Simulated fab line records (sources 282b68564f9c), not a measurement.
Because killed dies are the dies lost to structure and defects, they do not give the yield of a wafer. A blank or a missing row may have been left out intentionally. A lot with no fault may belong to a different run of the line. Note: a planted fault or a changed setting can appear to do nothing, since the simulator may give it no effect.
Which of the tools did it?    flow rit_cmos    14 lots, 42 wafers sampled, at 5 steps of a route of 202

== WHAT THE GAUGES SHOWED, per wafer ==
RIT_CONTACT_THK_MEAS_01.
lot   measured     on             CONTACT_TEOS_THK (nm)
L550  day 3 04:33  film_metro-03  390 392 394
L551  day 3 07:41  film_metro-01  391 388 404
L552  day 3 11:58  film_metro-01  391 400 399
L554  day 4 02:42  film_metro-02  396 405 407
L555  day 4 05:35  film_metro-02  398 400 404
L556  day 4 10:44  film_metro-01  397 401 404
L557  day 4 14:23  film_metro-01  395 394 397
L558  day 5 01:07  film_metro-03  400 395 402
L565  day 6 10:16  film_metro-02  375 383 380 375 383 380
L568  day 6 21:53  film_metro-02  373 374 376 373 374 376
L569  day 7 02:27  film_metro-01  393 402 399
L570  day 7 06:52  film_metro-01  385 384 391
L572  day 7 18:00  film_metro-02  393 391 400
L573  day 7 21:34  film_metro-02  396 397 401

== TOOL THAT RAN EACH LOT (tool first, then ch and the chambers of the sampled wafers, then the start) ==
lot   RIT_NSD_STRIP_09                     RIT_SILICIDE_SPUTTER_01      RIT_SILICIDE_RTA_04              RIT_CONTACT_CVD_00
L550  plasma_asher-02 ch 0,1, day 3 01:25  pvd_sputter-04, day 3 04:00  rtp_anneal-02 ch 0, day 3 04:20  pecvd-02 ch 0,1,2, day 3 04:30
L551  plasma_asher-01 ch 0,1, day 3 04:34  pvd_sputter-01, day 3 07:08  rtp_anneal-01 ch 0, day 3 07:28  pecvd-03 ch 0,2, day 3 07:38
L552  plasma_asher-01 ch 0,1, day 3 08:53  pvd_sputter-04, day 3 11:23  rtp_anneal-02 ch 0, day 3 11:44  pecvd-04 ch 1,2, day 3 11:54
L554  plasma_asher-02 ch 1, day 3 23:26    pvd_sputter-04, day 4 02:08  rtp_anneal-02 ch 0, day 4 02:28  pecvd-03 ch 1,2, day 4 02:39
L555  plasma_asher-01 ch 0,1, day 4 02:19  pvd_sputter-01, day 4 05:01  rtp_anneal-01 ch 0, day 4 05:22  pecvd-04 ch 0,1,2, day 4 05:32
L556  plasma_asher-01 ch 0,1, day 4 07:39  pvd_sputter-04, day 4 10:10  rtp_anneal-02 ch 0, day 4 10:31  pecvd-02 ch 0,1,2, day 4 10:40
L557  plasma_asher-03 ch 0,1, day 4 11:16  pvd_sputter-01, day 4 13:50  rtp_anneal-01 ch 0, day 4 14:10  pecvd-03 ch 0,1, day 4 14:20
L558  plasma_asher-02 ch 0,1, day 4 21:54  pvd_sputter-04, day 5 00:29  rtp_anneal-02 ch 0, day 5 00:49  pecvd-04 ch 0,1,2, day 5 01:04
L565  plasma_asher-02 ch 1, day 6 07:00    pvd_sputter-02, day 6 09:43  rtp_anneal-02 ch 0, day 6 10:03  pecvd-02 ch 0,1,2, day 6 10:13
L568  plasma_asher-02 ch 0,1, day 6 18:38  pvd_sputter-02, day 6 21:20  rtp_anneal-01 ch 0, day 6 21:40  pecvd-02 ch 0,1,2, day 6 21:50
L569  plasma_asher-02 ch 0,1, day 6 23:11  pvd_sputter-01, day 7 01:53  rtp_anneal-02 ch 0, day 7 02:13  pecvd-03 ch 0,2, day 7 02:24
L570  plasma_asher-03 ch 0,1, day 7 03:44  pvd_sputter-01, day 7 06:19  rtp_anneal-01 ch 0, day 7 06:38  pecvd-04 ch 0,2, day 7 06:49
L572  plasma_asher-01 ch 0,1, day 7 14:36  pvd_sputter-01, day 7 17:26  rtp_anneal-01 ch 0, day 7 17:47  pecvd-03 ch 0,1,2, day 7 17:56
L573  plasma_asher-02 ch 0,1, day 7 18:26  pvd_sputter-02, day 7 21:01  rtp_anneal-02 ch 0, day 7 21:20  pecvd-04 ch 0,2, day 7 21:31
- RIT_NSD_STRIP_09: strips in O2, time 180 s.
- RIT_SILICIDE_SPUTTER_01: material Ti, target thk 30 nm, time 240 s.
- RIT_SILICIDE_RTA_04: time 10 s, ramp up 5 s, ramp down 5 s.
- RIT_CONTACT_CVD_00: deposits SiO2 from TEOS, target thk 400 nm, time 61 s.

== WHAT THE TOOLS THEMSELVES READ (means of the sampled wafers that have a number; where no wafer has one, the mark that the record gives instead) ==
RIT_NSD_STRIP_09.
lot   tool             chamber_pressure_mTorr (mTorr)  drypump_motor_current_A (A)
L550  plasma_asher-02  4000                            6.3
L551  plasma_asher-01  3997                            5.2
L552  plasma_asher-01  4001                            5.2
L554  plasma_asher-02  3999                            6.5
L555  plasma_asher-01  4004                            5.0
L556  plasma_asher-01  4001                            5.0
L557  plasma_asher-03  4000                            5.2
L558  plasma_asher-02  3999                            6.3
L565  plasma_asher-02  4000                            6.5
L568  plasma_asher-02  4001                            6.3
L569  plasma_asher-02  3999                            6.3
L570  plasma_asher-03  4001                            5.4
L572  plasma_asher-01  3998                            5.2
L573  plasma_asher-02  3998                            6.2

RIT_SILICIDE_SPUTTER_01.
lot   tool            substrate_temp_c (C)  throttle_valve_pct (%)
L550  pvd_sputter-04  24.96                 29.5
L551  pvd_sputter-01  24.96                 30.1
L552  pvd_sputter-04  25.04                 29.4
L554  pvd_sputter-04  25.00                 30.0
L555  pvd_sputter-01  24.85                 30.1
L556  pvd_sputter-04  24.97                 29.4
L557  pvd_sputter-01  24.95                 29.8
L558  pvd_sputter-04  24.94                 29.4
L565  pvd_sputter-02  25.04                 29.9
L568  pvd_sputter-02  25.05                 30.1
L569  pvd_sputter-01  24.96                 29.4
L570  pvd_sputter-01  24.96                 30.1
L572  pvd_sputter-01  24.99                 28.9
L573  pvd_sputter-02  25.08                 30.2

RIT_SILICIDE_RTA_04.
lot   tool           chamber_o2_ppm  wafer_temp_C_max
L550  rtp_anneal-02  1.984           651.4
L551  rtp_anneal-01  1.987           654.8
L552  rtp_anneal-02  2.005           651.6
L554  rtp_anneal-02  1.998           652.5
L555  rtp_anneal-01  1.983           654.8
L556  rtp_anneal-02  2.007           652.2
L557  rtp_anneal-01  1.988           654.1
L558  rtp_anneal-02  1.966           651.4
L565  rtp_anneal-02  1.990           652.0
L568  rtp_anneal-01  1.995           654.6
L569  rtp_anneal-02  2.019           651.9
L570  rtp_anneal-01  2.021           654.9
L572  rtp_anneal-01  2.019           654.4
L573  rtp_anneal-02  2.013           652.3

RIT_CONTACT_CVD_00.
lot   tool      heater_power_w (W)
L550  pecvd-02  287
L551  pecvd-03  318
L552  pecvd-04  312
L554  pecvd-03  347
L555  pecvd-04  317
L556  pecvd-02  271
L557  pecvd-03  320
L558  pecvd-04  314
L565  pecvd-02  288
L568  pecvd-02  315
L569  pecvd-03  312
L570  pecvd-04  315
L572  pecvd-03  322
L573  pecvd-04  279

== THE ANSWER, worked out from the rows above alone ==
Rule: the lots themselves supply what counts as usual. The widest of any qualifying gaps counts: lots, ordered by their means at a reading, are off when they make up no more than a third of the lots, leave a main group of 4 or more, and stand apart from it by 3 or more times the standard deviation of that group's means. Not used: any main group whose means are identical at the precision the tables above print for the reading. A lot without any number at a reading at which 4 lots or more have one is off too. The other lots that the step has rows for count as sound. The gauges are gone through in route order, then the tools' own readings, and for those a lot's mean is taken as printed above. At the first step where some lot is off, the reading lying furthest off is the one used; lots without a number count as furthest.
Nothing can be told from this: no lot is off at any reading shown.

== WHAT THE SIMULATOR PUT IN ==
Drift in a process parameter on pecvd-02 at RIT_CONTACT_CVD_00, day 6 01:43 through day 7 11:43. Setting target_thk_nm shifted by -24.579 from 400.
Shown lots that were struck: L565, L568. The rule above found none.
